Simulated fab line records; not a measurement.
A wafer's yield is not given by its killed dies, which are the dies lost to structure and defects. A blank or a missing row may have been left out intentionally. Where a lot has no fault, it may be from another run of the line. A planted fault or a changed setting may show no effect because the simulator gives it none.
A lot that was struck, set against a sound lot + flow rit_cmos + 15 steps out of a route of 202
Sound: wafers L591.1, L591.4, L591.6. Wafers struck: L595.1, L595.3, L595.5. The cause is given at the end.
At each step with rows: each side's tool, then ch and its chambers, then its first start. Under that, the readings that differ: sound wafers + struck wafers + difference of the means + sigmas: that difference in standard deviations of wafers without a fault.
alike: words and numbers the same on both sides, and readings whose means are apart by under 2 such deviations; not compared: readings that were withheld, readings missing a value for some wafer, numbers with overlapping values and no deviation given by the record, and bounds like >300 which may hide the same value.
Wherever a step has rows on one side only, a row that says differs or no value, or a row with sigmas, the two part there. Non-overlapping numbers with no deviation appear without sigmas and do not part them. Lack of a reading on every wafer of one side parts them only where that side has two or more wafers.

RIT_FOX2_THK_MEAS_01:
  struck on film_metro-04, day 5 07:52; sound on film_metro-01, day 4 12:06
  alike: FOX2_OXIDE_THK
then, 2 steps without rows for these wafers: RIT_FOX2_CLEAN_02 (cleans in dHF, time 180 s); RIT_FOX2_WET_ETCH_03 (etches Si3N4 in H3PO4, target depth 195 nm, time 2700 s).
RIT_FOX2_THK_MEAS_90:
  struck on film_metro-04, day 5 08:45; sound on film_metro-03, day 4 12:58
  alike: FIELD_OXIDE_LEFT_1_THK
then, 6 steps without rows for these wafers: RIT_NWELL_HMDS_00 (prime time 60 s); RIT_NWELL_COAT_01 (resist thk 1300 nm); RIT_NWELL_SOFTBAKE_02 (time 60 s); RIT_NWELL_EXPOSE_03 (exposes mask M2, target cd 43900 nm); RIT_NWELL_PEB_04; RIT_NWELL_DEVELOP_05 (develop time 68 s).
RIT_NWELL_OVL_MEAS_06:
  struck on overlay-01, day 5 09:49; sound on overlay-01, day 4 14:02
| reading        | sound          | struck      | difference | sigmas |
|----------------|----------------|-------------|------------|--------|
| NWELL_OVL (nm) | -1.3 -0.1 -0.9 | 2.9 1.9 2.2 | +3.1       | +2     |
then, 1 step without rows for these wafers: RIT_NWELL_HARDBAKE_07 (time 120 s).
RIT_NWELL_IMPLANT_08:
  sound on implanter-03 ch 0, day 4 14:19; struck on implanter-02 ch 0, day 5 10:06
| reading            | sound             | struck            | difference | sigmas |
|--------------------|-------------------|-------------------|------------|--------|
| tilt_deg (degrees) | 6.977 6.997 7.000 | 7.330 7.297 7.292 | +0.315     | +15    |
  alike: dose_ions_cm2
RIT_NWELL_STRIP_09: strips in O2, time 180 s.
  sound on plasma_asher-03 ch 0,1, day 4 14:28; struck on plasma_asher-01 ch 1, day 5 10:15
| reading                     | sound       | struck      | difference | sigmas |
|-----------------------------|-------------|-------------|------------|--------|
| drypump_motor_current_A (A) | 6.6 6.5 5.7 | 5.2 5.2 5.2 | -1.1       | -2     |
  alike: rf_refl_power_W
  not compared: rf_hours_counter_h
RIT_M1_PROBE_99:
  the record has rows for the sound wafers here (prober-02, day 6 04:52) and none for the struck ones

## WHERE THEY PART
At RIT_NWELL_OVL_MEAS_06 first; at RIT_M1_PROBE_99 last (within this record only).

WHY: whatever the simulator had introduced
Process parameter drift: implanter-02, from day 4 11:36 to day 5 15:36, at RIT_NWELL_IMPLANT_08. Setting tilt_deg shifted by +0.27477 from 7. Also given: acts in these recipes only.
